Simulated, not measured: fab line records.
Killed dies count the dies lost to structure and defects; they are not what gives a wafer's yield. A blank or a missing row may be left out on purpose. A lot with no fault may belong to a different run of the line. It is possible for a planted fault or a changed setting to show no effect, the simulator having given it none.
fab line records	flow rit-cmos
record: lots: 5	wafers: 15	last-day: 6
route steps=202 shown CONTACT@182 M1@184
lots that met no fault: from a run of the same line without faults
start-h: start of the lot's first displayed wafer, in hours after the record's first day	wait-h: hours elapsed since this lot's preceding step	" as in the row above	L1.1+2: a single row standing in for several wafers	- value missing, or start not given	* or withheld: withheld	< > ~ a bound
route shown NAME@n: a module of which the file shows steps, and the number in the route of the first	usual: mean and standard deviation over wafers with no fault	same: alike in all rows	chamber/n: place in a boat	sites: readings site by site	_std_site: how widely they spread, as a standard deviation	_edge_site: inner sites' mean taken away from outer sites' mean	radius-mm: for every site, how far away it sits from the centre of the wafer	mask NAME#n: copy n	behind: the most recent tool/chamber to have shaped the wafer	hold: what put the lot on hold/how long, in hours/how the hold closed	device: names the non-switching transistor (n, p or np)	end of line: tests of these same wafers at the route's end	a step without rows: its recipe alone	killed: dies lost to structure and defects at the first sort, not the wafer's yield	map: shows each die of a wafer: x if killed, . if not, _ if none is there
set.NAME: the setting the step ran with; set.NAME@STEP: the setting that earlier step ran with	model.NAME: the simulator's own value behind a step, which no gauge read
certain route steps with their lots: each step a table, each wafer a row
services: when a tool's chamber went out of use (start-h, in hours from the record's first day, below 0 if earlier), for how many hours, and the reason
== steps ==
step: RIT_CONTACT_CLEAN_13
recipe: chemistry: SC1	mix: 3:3:50	time-s: 600	temp-c: 75
lot.wafer	tool	chamber	start-h	wait-h
L076.1+2+5	wet-bench-02	1	65.55	0.1
L082.2+3+4	wet-bench-02	0	94.70	0.1
L085.1+5+6	wet-bench-02	1	108.05	0.1
L089.1+4+6	wet-bench-03	3	129.27	0.1
L092.1+2+5	wet-bench-01	0	145.55	0.1
step: RIT_CONTACT_CLEAN_14
recipe: chemistry: SC2	mix: 3:3:50	time-s: 600	temp-c: 75	dry: n2-spin
lot.wafer	tool	chamber	start-h	wait-h
L076.1+2+5	wet-bench-01	0	65.72	0.0
L082.2+3+4	wet-bench-03	1	94.88	0.0
L085.1+5+6	wet-bench-03	2	108.22	0.0
L089.1+4+6	wet-bench-03	1	129.44	0.0
L092.1+2+5	wet-bench-02	1	145.75	0.0
step: RIT_M1_SPUTTER_00
recipe: material: Al	target-thk-nm: 400	power-w: 2000	chamber-pressure-pa: 0.4	gas: Ar	time-s: 500	substrate-temp-c: 25
usual: throttle-valve-pct: 29.7/1.1
lot.wafer	tool	chamber	start-h	wait-h	throttle-valve-pct
L076.1	pvd-sputter-02	-	65.93	0.0	31.0
L076.2	"	-	"	"	28.4
L076.5	"	-	"	"	30.5
L082.2	pvd-sputter-01	-	95.07	0.0	29.1
L082.3	"	-	"	"	28.7
L082.4	"	-	"	"	29.3
L085.1	pvd-sputter-04	-	108.41	0.0	30.4
L085.5	"	-	"	"	28.6
L085.6	"	-	"	"	30.1
L089.1	pvd-sputter-04	-	129.62	0.0	30.1
L089.4	"	-	"	"	29.3
L089.6	"	-	"	"	31.6
L092.1	pvd-sputter-01	-	145.93	0.0	29.3
L092.2	"	-	"	"	30.7
L092.5	"	-	"	"	29.0
step: RIT_M1_RS_MEAS_01
recipe: thk-meas-gauge: four-point-probe	reads: Al_of_M1_SPUTTER_00
usual: M1_AL_RS: 0.0736/0.00089
lot.wafer	tool	chamber	start-h	wait-h	M1_AL_RS[ohm/sq]
L076.1	film-metro-01	-	66.23	0.1	0.0743
L076.2	"	-	"	"	0.0737
L076.5	"	-	"	"	0.0731
L082.2	film-metro-02	-	95.38	0.2	0.0740
L082.3	"	-	"	"	0.0729
L082.4	"	-	"	"	0.0739
L085.1	film-metro-02	-	108.71	0.1	0.0735
L085.5	"	-	"	"	0.0729
L085.6	"	-	"	"	0.0733
L089.1	film-metro-03	-	129.91	0.1	0.0735
L089.4	"	-	"	"	0.0732
L089.6	"	-	"	"	0.0743
L092.1	film-metro-02	-	146.22	0.1	0.0742
L092.2	"	-	"	"	0.0746
L092.5	"	-	"	"	0.0742
step: RIT_M1_THK_MEAS_02
recipe: thk-meas-gauge: xrf	reads: Al_of_M1_SPUTTER_00
usual: M1_AL_THK: 393/5.1
lot.wafer	tool	chamber	start-h	wait-h	M1_AL_THK[nm]
L076.1	film-metro-01	-	66.35	0.1	392
L076.2	"	-	"	"	396
L076.5	"	-	"	"	399
L082.2	film-metro-02	-	95.49	0.1	391
L082.3	"	-	"	"	392
L082.4	"	-	"	"	387
L085.1	film-metro-02	-	108.83	0.1	395
L085.5	"	-	"	"	394
L085.6	"	-	"	"	393
L089.1	film-metro-03	-	130.03	0.1	392
L089.4	"	-	"	"	396
L089.6	"	-	"	"	390
L092.1	film-metro-02	-	146.34	0.1	392
L092.2	"	-	"	"	388
L092.5	"	-	"	"	394
step: RIT_M1_HMDS_03
recipe: prime-time-s: 60	prime-temp-c: 140
lot.wafer	tool	chamber	start-h	wait-h
L076.1+2+5	litho-track-01	0	66.41	0.1
L082.2+3+4	litho-track-04	0	95.57	0.1
L085.1+5+6	litho-track-03	0	108.89	0.1
L089.1+4+6	litho-track-04	0	130.11	0.1
L092.1+2+5	litho-track-01	0	146.40	0.1
step: RIT_M1_COAT_04
recipe: resist: NOVOLAK	spin-rpm: 2000	resist-thk-nm: 1300
lot.wafer	tool	chamber	start-h	wait-h
L076.1+2+5	litho-track-01	0	66.56	0.1
L082.2+3+4	litho-track-04	0	95.72	0.1
L085.1+5+6	litho-track-03	0	109.04	0.1
L089.1+4+6	litho-track-04	0	130.26	0.1
L092.1+2+5	litho-track-01	0	146.55	0.1
step: RIT_M1_SOFTBAKE_05
recipe: resist: NOVOLAK	temp-c: 90	time-s: 60
usual: heater-power-total-W: 34.56/0.051
lot.wafer	tool	chamber	start-h	wait-h	heater-power-total-W
L076.1	litho-track-01	0	66.71	0.1	34.61
L076.2	"	0	"	"	34.50
L076.5	"	0	"	"	34.60
L082.2	litho-track-04	0	95.87	0.1	34.61
L082.3	"	0	"	"	34.60
L082.4	"	0	"	"	34.50
L085.1	litho-track-03	0	109.19	0.1	34.59
L085.5	"	0	"	"	34.59
L085.6	"	0	"	"	34.58
L089.1	litho-track-04	0	130.41	0.1	34.55
L089.4	"	0	"	"	34.57
L089.6	"	0	"	"	34.59
L092.1	litho-track-01	0	146.70	0.1	34.56
L092.2	"	0	"	"	34.52
L092.5	"	0	"	"	34.53
step: RIT_M1_EXPOSE_06
recipe: mask-id: M12	na: 0.6	source-shape: conventional	sigma-outer: 0.5	target-cd-nm: 2600	dose-mj: 250
lot.wafer	tool	chamber	start-h	wait-h	mask
L076.1+2+5	iline-stepper-02	0	66.86	0.1	M12#0
L082.2+3+4	iline-stepper-01	0	96.01	0.1	M12#0
L085.1+5+6	iline-stepper-02	0	109.56	0.3	M12#0
L089.1+4+6	iline-stepper-02	0	130.69	0.2	M12#0
L092.1+2+5	iline-stepper-01	0	146.85	0.1	M12#0
step: RIT_M1_PEB_07
recipe: resist: NOVOLAK	temp-c: withheld	time-s: withheld
lot.wafer	tool	chamber	start-h	wait-h
L076.1+2+5	litho-track-01	0	66.97	0.1
L082.2+3+4	litho-track-03	0	96.13	0.1
L085.1+5+6	litho-track-03	0	109.68	0.1
L089.1+4+6	litho-track-01	0	130.80	0.1
L092.1+2+5	litho-track-01	0	146.97	0.1
step: RIT_M1_DEVELOP_08
recipe: resist: NOVOLAK	develop-time-s: 68	dev-temp-c: 23.58
lot.wafer	tool	chamber	start-h	wait-h
L076.1+2+5	litho-track-01	0	-	-
L082.2+3+4	litho-track-03	0	-	-
L085.1+5+6	litho-track-03	0	-	-
L089.1+4+6	litho-track-01	0	-	-
L092.1+2+5	litho-track-01	0	-	-
step: RIT_M1_CD_MEAS_09
recipe: target-cd-nm: 2600
usual: cd-nm: 2600.4/2.4
lot.wafer	tool	chamber	start-h	wait-h	cd-nm
L076.1	cd-sem-01	-	67.29	-	2599.3
L076.2	"	-	"	"	2599.0
L076.5	"	-	"	"	2598.5
L082.2	cd-sem-01	-	96.44	-	2602.5
L082.3	"	-	"	"	2602.5
L082.4	"	-	"	"	2602.4
L085.1	cd-sem-02	-	109.99	-	2601.7
L085.5	"	-	"	"	2601.9
L085.6	"	-	"	"	2601.0
L089.1	cd-sem-01	-	131.12	-	2595.6
L089.4	"	-	"	"	2596.0
L089.6	"	-	"	"	2597.4
L092.1	cd-sem-01	-	147.28	-	2599.1
L092.2	"	-	"	"	2601.0
L092.5	"	-	"	"	2599.0
step: RIT_M1_OVL_MEAS_10
usual: M1_OVL: -0.6/1.2
lot.wafer	tool	chamber	start-h	wait-h	M1_OVL[nm]
L076.1	overlay-01	-	67.41	0.1	-2.0
L076.2	"	-	"	"	-0.5
L076.5	"	-	"	"	-2.0
L082.2	overlay-01	-	96.55	0.1	-0.7
L082.3	"	-	"	"	-0.6
L082.4	"	-	"	"	0.4
L085.1	overlay-01	-	110.11	0.1	-0.4
L085.5	"	-	"	"	1.1
L085.6	"	-	"	"	-0.3
L089.1	overlay-02	-	131.24	0.1	0.3
L089.4	"	-	"	"	0.4
L089.6	"	-	"	"	0.4
L092.1	overlay-01	-	147.40	0.1	-2.0
L092.2	"	-	"	"	-1.7
L092.5	"	-	"	"	-2.8
step: RIT_M1_HARDBAKE_11
recipe: resist: NOVOLAK	temp-c: 140	time-s: 120
usual: heater-power-total-W: 52.03/0.066
lot.wafer	tool	chamber	start-h	wait-h	heater-power-total-W
L076.1	litho-track-04	0	67.44	0.0	52.15
L076.2	"	0	"	"	51.96
L076.5	"	0	"	"	51.96
L082.2	litho-track-01	0	96.62	0.1	52.12
L082.3	"	0	"	"	51.97
L082.4	"	0	"	"	52.03
L085.1	litho-track-01	0	110.14	0.0	51.97
L085.5	"	0	"	"	52.07
L085.6	"	0	"	"	52.14
L089.1	litho-track-04	0	131.34	0.1	52.08
L089.4	"	0	"	"	51.98
L089.6	"	0	"	"	51.97
L092.1	litho-track-04	0	147.44	0.0	52.00
L092.2	"	0	"	"	52.11
L092.5	"	0	"	"	51.94
step: RIT_M1_METAL_ETCH_12
recipe: stop-on: SiO2	chemistry: Cl2/BCl3	target: Al	time-s: 165	over-etch-frac: 0.5	pressure-mtorr: 100	target-depth-a: 6000	rf-w: 250	Cl2_flow_sccm: 60	bcl3-flow-sccm: 50
usual: bcl3-flow-sccm: 50.00/0.16	drypump-motor-current-A: 5.6/0.41	he-backside-leak-sccm: 3.39/0.23	oes-product-au: 0.772/0.016	throttle-valve-pct: 8.42/0.11
lot.wafer	tool	chamber	start-h	wait-h	bcl3-flow-sccm	drypump-motor-current-A	he-backside-leak-sccm	oes-product-au	rf-hours-counter-h	throttle-valve-pct
L076.1	rie-metal-01	0	67.69	0.2	49.77	5.1	3.21	0.801	0.6	8.18
L076.2	"	1	"	"	50.31	5.4	3.37	0.761	0.6	8.44
L076.5	"	1	"	"	50.19	5.4	3.13	0.763	-	8.43
L082.2	rie-metal-01	0	96.83	0.2	50.22	5.1	3.42	0.797	0.9	8.20
L082.3	"	1	"	"	50.08	5.4	3.26	0.760	-	8.44
L082.4	"	0	"	"	50.12	5.1	3.48	0.801	-	8.20
L085.1	rie-metal-01	1	110.39	0.2	50.02	5.4	3.03	0.755	1.1	8.44
L085.5	"	0	"	"	49.93	5.1	3.55	0.800	-	8.19
L085.6	"	1	"	"	49.91	5.4	3.19	0.761	-	8.45
L089.1	rie-metal-03	0	131.59	0.2	49.91	5.5	3.63	0.771	5.0	8.48
L089.4	"	1	"	"	50.39	5.3	3.82	0.772	-	8.37
L089.6	"	1	"	"	50.27	5.3	3.82	0.777	-	8.34
L092.1	rie-metal-03	1	147.69	0.2	49.85	5.3	3.46	0.770	5.2	8.36
L092.2	"	0	"	"	49.98	5.4	3.61	0.760	5.2	8.48
L092.5	"	1	"	"	50.06	5.3	3.59	0.772	-	8.35
step: RIT_M1_STRIP_13
recipe: chemistry: nmp	resist: NOVOLAK	temp-c: 80	time-s: 600	dry: n2-spin
lot.wafer	tool	chamber	start-h	wait-h
L076.1+2+5	wet-bench-04	1	67.86	0.1
L082.2+3+4	wet-bench-04	0	96.99	0.1
L085.1+5+6	wet-bench-03	0	110.56	0.1
L089.1+4+6	wet-bench-02	3	131.75	0.1
L092.1+2+5	wet-bench-04	3	147.85	0.1
step: RIT_M1_STRIP_14
recipe: chemistry: O2	time-s: 180	platen-temp-c: withheld	power-w: 500	pressure-mtorr: 4000	o2-flow-sccm: 4000
usual: drypump-motor-current-A: 5.93/0.25
lot.wafer	tool	chamber	start-h	wait-h	drypump-motor-current-A	rf-hours-counter-h
L076.1	plasma-asher-03	0	68.03	0.0	5.59	41
L076.2	"	1	"	"	6.07	41
L076.5	"	0	"	"	5.61	-
L082.2	plasma-asher-04	0	97.18	0.0	6.42	32
L082.3	"	1	"	"	5.87	-
L082.4	"	0	"	"	6.38	-
L085.1	plasma-asher-03	0	110.77	0.0	5.62	45
L085.5	"	1	"	"	6.05	-
L085.6	"	0	"	"	5.62	-
L089.1	plasma-asher-02	1	131.94	0.0	5.82	49
L089.4	"	1	"	"	5.83	-
L089.6	"	0	"	"	5.81	-
L092.1	plasma-asher-02	0	148.03	0.0	5.85	51
L092.2	"	1	"	"	5.81	51
L092.5	"	1	"	"	5.82	-
step: RIT_M1_CD_MEAS_90
recipe: target-cd-nm: 2600
usual: cd-nm: 2600.4/2.4
lot.wafer	tool	chamber	start-h	wait-h	cd-nm
L076.1	cd-sem-02	-	68.21	0.1	2600.4
L076.2	"	-	"	"	2598.7
L076.5	"	-	"	"	2596.3
L082.2	cd-sem-02	-	97.38	0.1	2602.7
L082.3	"	-	"	"	2599.8
L082.4	"	-	"	"	2601.4
L085.1	cd-sem-02	-	110.94	0.1	2599.4
L085.5	"	-	"	"	2602.9
L085.6	"	-	"	"	2598.0
L089.1	cd-sem-01	-	132.11	0.1	2598.2
L089.4	"	-	"	"	2597.0
L089.6	"	-	"	"	2598.1
L092.1	cd-sem-01	-	148.20	0.1	2599.1
L092.2	"	-	"	"	2602.9
L092.5	"	-	"	"	2600.0
step: RIT_M1_ANNEAL_15
recipe: temp-c: 450	time-s: 1800	ambient: forming_gas_H2N2
lot.wafer	tool	chamber	start-h	wait-h
L076.1+2+5	-	-	71.80	3.6
L082.2+3+4	-	-	98.75	1.4
L085.1+5+6	-	-	111.06	0.1
L089.1+4+6	-	-	133.50	1.4
L092.1+2+5	-	-	148.32	0.1
step: RIT_M1_BOW_MEAS_16
recipe: mode: bow
usual: M1_BOW: 17/5.9
lot.wafer	tool	chamber	start-h	wait-h	M1_BOW[um]
L076.1	film-metro-03	-	73.30	0.0	14
L076.2	"	-	"	"	9
L076.5	"	-	"	"	20
L082.2	film-metro-01	-	100.27	0.0	14
L082.3	"	-	"	"	10
L082.4	"	-	"	"	11
L085.1	film-metro-03	-	112.56	0.0	27
L085.5	"	-	"	"	13
L085.6	"	-	"	"	16
L089.1	film-metro-01	-	135.00	0.0	12
L089.4	"	-	"	"	10
L089.6	"	-	"	"	20
L092.1	film-metro-02	-	149.82	0.0	19
L092.2	"	-	"	"	20
L092.5	"	-	"	"	10
step: RIT_M1_PROBE_99
usual: defect-limited-yield: 97.3/1.2	killed-at-front-end: 7/3.3	killed-dies: 7/3.3	killed-open: 3.4/2.2	killed-short: 3.5/2	sort_bin_3_pad_short: 0.1/0.2	sort_bin_5_function: 1.5/0.88	sort_bin_6_memory: 1.0/0.69	sort-n-pass: 257/3.3	sort-yield-pct: 97.3/1.2
same: gross-dies: 264	killed_at_M0_to_M3: 0	killed_at_M4_up: 0	killed-at-back-side: 0	killed-at-contacts: 0	killed-at-other: 0
lot.wafer	tool	chamber	start-h	wait-h	defect-limited-yield[%]	killed-at-front-end	killed-dies	killed-open	killed-short	sort_bin_3_pad_short[%]	sort_bin_5_function[%]	sort_bin_6_memory[%]	sort-n-pass	sort-yield-pct[%]
L076.1	prober-02	-	73.42	0.1	98.1	5	5	3	2	0	0.8	1.1	259	98.1
L076.2	prober-02	-	73.47	0.1	98.5	4	4	2	2	0	0.4	1.1	260	98.5
L076.5	prober-02	-	73.62	0.2	98.5	4	4	1	3	0	1.5	0	260	98.5
L082.2	prober-01	-	100.42	0.1	96.2	10	10	4	6	0.4	0.4	3.0	254	96.2
L082.3	prober-01	-	100.47	0.2	97.7	6	6	3	3	0	1.1	1.1	258	97.7
L082.4	prober-01	-	100.52	0.2	95.5	12	12	6	6	0	2.3	2.3	252	95.5
L085.1	prober-02	-	112.68	0.1	97.0	8	8	4	4	0.4	1.5	1.1	256	97.0
L085.5	prober-02	-	112.88	0.2	98.1	5	5	3	2	0	0.8	1.1	259	98.1
L085.6	prober-02	-	112.93	0.2	96.6	9	9	3	6	0	2.3	1.1	255	96.6
L089.1	prober-02	-	135.12	0.1	95.8	11	11	6	5	0	1.5	2.7	253	95.8
L089.4	prober-02	-	135.27	0.2	95.8	11	11	6	5	0.4	1.9	1.9	253	95.8
L089.6	prober-02	-	135.37	0.2	98.1	5	5	2	3	0	0	1.9	259	98.1
L092.1	prober-01	-	149.94	0.1	95.8	11	11	4	7	0	3.4	0.8	253	95.8
L092.2	prober-01	-	149.99	0.1	98.1	5	5	1	4	0	0.4	1.5	259	98.1
L092.5	prober-01	-	150.14	0.2	99.2	2	2	1	1	0	0.4	0.4	262	99.2
killed by level:class
L076.1 SILICIDE:geometric-particle:open=2 FOX2:geometric-particle:short=1 GATE:geometric-particle:open=1 SPACER:geometric-particle:short=1
L076.2 REOX:geometric-particle:open=2 GATE:geometric-particle:short=1 REOX:geometric-particle:short=1
L076.5 FOX2:geometric-particle:short=1 GATE:geometric-particle:open=1 GATE:geometric-particle:short=1 REOX:geometric-particle:short=1
L082.2 FOX2:geometric-particle:short=3 FOX2:geometric-particle:open=2 SILICIDE:geometric-particle:open=2 GATE:geometric-particle:short=1 REOX:geometric-particle:short=1 SILICIDE:geometric-particle:short=1
L082.3 SPACER:geometric-particle:open=2 SILICIDE:geometric-particle:short=2 FOX1:geometric-particle:open=1 REOX:geometric-particle:short=1
L082.4 FOX2:geometric-particle:short=3 FOX2:geometric-particle:open=3 GATE:geometric-particle:short=3 SPACER:geometric-particle:open=2 SILICIDE:geometric-particle:open=1
L085.1 GATE:geometric-particle:short=2 GATE:geometric-particle:open=2 FOX1:geometric-particle:open=1 FOX1:geometric-particle:short=1 SPACER:geometric-particle:short=1 SILICIDE:geometric-particle:open=1
L085.5 GATE:geometric-particle:open=2 GATE:geometric-particle:short=1 REOX:geometric-particle:open=1 REOX:geometric-particle:short=1
L085.6 SILICIDE:geometric-particle:short=3 GATE:geometric-particle:open=2 REOX:geometric-particle:short=2 FOX1:geometric-particle:short=1 REOX:geometric-particle:open=1
L089.1 GATE:geometric-particle:open=4 FOX1:geometric-particle:short=2 FOX1:geometric-particle:open=1 GATE:geometric-particle:short=1 REOX:geometric-particle:open=1 SPACER:geometric-particle:short=1 SILICIDE:geometric-particle:short=1
L089.4 FOX1:geometric-particle:open=4 FOX1:geometric-particle:short=2 GATE:geometric-particle:short=1 REOX:geometric-particle:short=1 REOX:geometric-particle:open=1 SPACER:geometric-particle:open=1 SPACER:geometric-particle:short=1
L089.6 GATE:geometric-particle:short=2 FOX1:geometric-particle:open=1 FOX1:geometric-particle:short=1 SPACER:geometric-particle:open=1
L092.1 SPACER:geometric-particle:short=4 FOX1:geometric-particle:short=2 GATE:geometric-particle:open=2 FOX1:geometric-particle:open=1 GATE:geometric-particle:short=1 SPACER:geometric-particle:open=1
L092.2 SPACER:geometric-particle:short=3 GATE:geometric-particle:open=1 SILICIDE:geometric-particle:short=1
L092.5 SPACER:geometric-particle:short=1 SPACER:geometric-particle:open=1
== services ==
tool	chamber	start-h	hours	kind
iline-stepper-02	0	43.28	-	calibration
pvd-sputter-04	-	44.47	1.4	repair
plasma-asher-02	-	51.44	2.8	pm
furnace-02	-	62.69	2.8	pm
pvd-sputter-04	-	80.48	7.6	repair
iline-stepper-01	0	90.43	-	calibration
furnace-02	-	97.05	5.0	pm
pvd-sputter-01	-	131.63	0.6	repair
furnace-03	-	132.29	3.3	pm
iline-stepper-01	-	137.73	4.6	repair
pvd-sputter-04	-	146.64	2.8	repair
== key ==
fault none
